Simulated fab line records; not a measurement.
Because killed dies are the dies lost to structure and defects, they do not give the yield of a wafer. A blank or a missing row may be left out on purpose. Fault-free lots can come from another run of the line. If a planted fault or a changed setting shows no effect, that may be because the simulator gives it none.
Split-lot study :: flow berkeley cmos170 :: 23 wafers read from 5 lots, route of 331 steps

SPLIT DETAILS
At UCB170_PLDD_COAT_01 (resist thk 900 nm), the setting resist thk nm was moved away from the recipe's 900 nm on 8 of the 23 wafers read, by -3.0% to +3.5%. This setting was run at the recipe's value on the other wafers.

The split's own step is where the reading is taken.

THE READING
KrF_of_PLDD_COAT_01.thk nm (the simulator's own value, which no gauge read), in nm, at UCB170_PLDD_COAT_01 (resist thk 900 nm). No usual value for it is given in the file. Across the 15 wafers here that went through the recipe, the average is 902.3 nm and the standard deviation 1.8 nm.

wafer: L074.1
tool, chamber at the split: litho track-01, 0
resist thk nm as run, nm: 900
against the recipe: recipe
KrF_of_PLDD_COAT_01.thk nm, nm: 902.8
against lot-mates on the recipe: -

wafer: L074.2
tool, chamber at the split: litho track-01, 0
resist thk nm as run, nm: 900
against the recipe: recipe
KrF_of_PLDD_COAT_01.thk nm, nm: 900.5
against lot-mates on the recipe: -

wafer: L074.6
tool, chamber at the split: litho track-01, 0
resist thk nm as run, nm: 900
against the recipe: recipe
KrF_of_PLDD_COAT_01.thk nm, nm: 903.4
against lot-mates on the recipe: -

wafer: L076.2
tool, chamber at the split: litho track-02, 0
resist thk nm as run, nm: 900
against the recipe: recipe
KrF_of_PLDD_COAT_01.thk nm, nm: 905.1
against lot-mates on the recipe: -

wafer: L076.3
tool, chamber at the split: litho track-02, 0
resist thk nm as run, nm: 900
against the recipe: recipe
KrF_of_PLDD_COAT_01.thk nm, nm: 905.3
against lot-mates on the recipe: -

wafer: L076.4
tool, chamber at the split: litho track-02, 0
resist thk nm as run, nm: 923.9
against the recipe: +2.7%
KrF_of_PLDD_COAT_01.thk nm, nm: 927.7
against lot-mates on the recipe: +23.0

wafer: L076.5
tool, chamber at the split: litho track-02, 0
resist thk nm as run, nm: 900
against the recipe: recipe
KrF_of_PLDD_COAT_01.thk nm, nm: 903.7
against lot-mates on the recipe: -

wafer: L076.6
tool, chamber at the split: litho track-02, 0
resist thk nm as run, nm: 923.9
against the recipe: +2.7%
KrF_of_PLDD_COAT_01.thk nm, nm: 929.1
against lot-mates on the recipe: +24.4

wafer: L078.1
tool, chamber at the split: litho track-04, 0
resist thk nm as run, nm: 900
against the recipe: recipe
KrF_of_PLDD_COAT_01.thk nm, nm: 902.1
against lot-mates on the recipe: -

wafer: L078.2
tool, chamber at the split: litho track-04, 0
resist thk nm as run, nm: 873.5
against the recipe: -2.9%
KrF_of_PLDD_COAT_01.thk nm, nm: 874.6
against lot-mates on the recipe: -26.3

wafer: L078.4
tool, chamber at the split: litho track-04, 0
resist thk nm as run, nm: 900
against the recipe: recipe
KrF_of_PLDD_COAT_01.thk nm, nm: 900.9
against lot-mates on the recipe: -

wafer: L078.5
tool, chamber at the split: litho track-04, 0
resist thk nm as run, nm: 873.5
against the recipe: -2.9%
KrF_of_PLDD_COAT_01.thk nm, nm: 875.1
against lot-mates on the recipe: -25.8

wafer: L078.6
tool, chamber at the split: litho track-04, 0
resist thk nm as run, nm: 900
against the recipe: recipe
KrF_of_PLDD_COAT_01.thk nm, nm: 899.7
against lot-mates on the recipe: -

wafer: L082.1
tool, chamber at the split: litho track-04, 0
resist thk nm as run, nm: 900
against the recipe: recipe
KrF_of_PLDD_COAT_01.thk nm, nm: 901.5
against lot-mates on the recipe: -

wafer: L082.3
tool, chamber at the split: litho track-04, 0
resist thk nm as run, nm: 873.3
against the recipe: -3.0%
KrF_of_PLDD_COAT_01.thk nm, nm: 871.4
against lot-mates on the recipe: -28.9

wafer: L082.4
tool, chamber at the split: litho track-04, 0
resist thk nm as run, nm: 873.3
against the recipe: -3.0%
KrF_of_PLDD_COAT_01.thk nm, nm: 873
against lot-mates on the recipe: -27.3

wafer: L082.5
tool, chamber at the split: litho track-04, 0
resist thk nm as run, nm: 900
against the recipe: recipe
KrF_of_PLDD_COAT_01.thk nm, nm: 899.8
against lot-mates on the recipe: -

wafer: L082.6
tool, chamber at the split: litho track-04, 0
resist thk nm as run, nm: 900
against the recipe: recipe
KrF_of_PLDD_COAT_01.thk nm, nm: 899.7
against lot-mates on the recipe: -

wafer: L083.1
tool, chamber at the split: litho track-01, 0
resist thk nm as run, nm: 900
against the recipe: recipe
KrF_of_PLDD_COAT_01.thk nm, nm: 903.9
against lot-mates on the recipe: -

wafer: L083.2
tool, chamber at the split: litho track-01, 0
resist thk nm as run, nm: 931.7
against the recipe: +3.5%
KrF_of_PLDD_COAT_01.thk nm, nm: 934.2
against lot-mates on the recipe: +30.8

wafer: L083.4
tool, chamber at the split: litho track-01, 0
resist thk nm as run, nm: 900
against the recipe: recipe
KrF_of_PLDD_COAT_01.thk nm, nm: 903.2
against lot-mates on the recipe: -

wafer: L083.5
tool, chamber at the split: litho track-01, 0
resist thk nm as run, nm: 900
against the recipe: recipe
KrF_of_PLDD_COAT_01.thk nm, nm: 903.1
against lot-mates on the recipe: -

wafer: L083.6
tool, chamber at the split: litho track-01, 0
resist thk nm as run, nm: 931.7
against the recipe: +3.5%
KrF_of_PLDD_COAT_01.thk nm, nm: 935
against lot-mates on the recipe: +31.6

FIT RESULTS
A straight line over all 23 wafers: KrF_of_PLDD_COAT_01.thk nm changes by +9.57 nm for each +1% of resist thk nm; r = +1.00; the points scatter about the line by 1.7 nm.
The same after taking each lot's own level away (the mean of its wafers on the recipe; 23 wafers): +9.02 nm for each +1%; r = +1.00; scatter 0.95 nm.
On that fit, the largest move of resist thk nm shifts the reading by 32 nm.
Measured against the standard deviation above, the lots' own levels, which go from 900.33 to 904.70 nm, span 2.4 times it.
The two slopes agree, so the slope changes little with the lot-to-lot level.
Check: with one of the wafers moved furthest among these (+3.5%) left out of the fit, the line predicts +31.8 nm for it against its lot-mates. Against them it came out at +30.8 nm.

ADDITIONAL SPLITS CARRIED BY THESE WAFERS
Before the reading, these wafers also passed through other splits. Each is held against what the fit with the lots' levels taken away leaves over:
other split on the same wafers: UCB170_GATE_OXIDATION_01 temp c
wafers away from the commonest value: 15
r with KrF_of_PLDD_COAT_01.thk nm (lot level and that fit taken away): +0.19

THE WHOLE CHAIN: every reading that the file lists as answering this split, in the file's order
step: UCB170_PLDD_COAT_01
what it does: resist thk 900 nm
reading: KrF_of_PLDD_COAT_01.thk nm (the simulator's own value, which no gauge read)
change (the file's fit): +9.02 nm for each +1% of the setting
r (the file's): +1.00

step: UCB170_PLDD_STRIP_10
what it does: strips in O2
reading: strip time to endpoint s
change (the file's fit): withheld for each +1% of the setting
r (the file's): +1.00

THE FILE'S OWN FIT
KrF_of_PLDD_COAT_01.thk nm changes by +9.02 nm for each +1% of resist thk nm, r = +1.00.
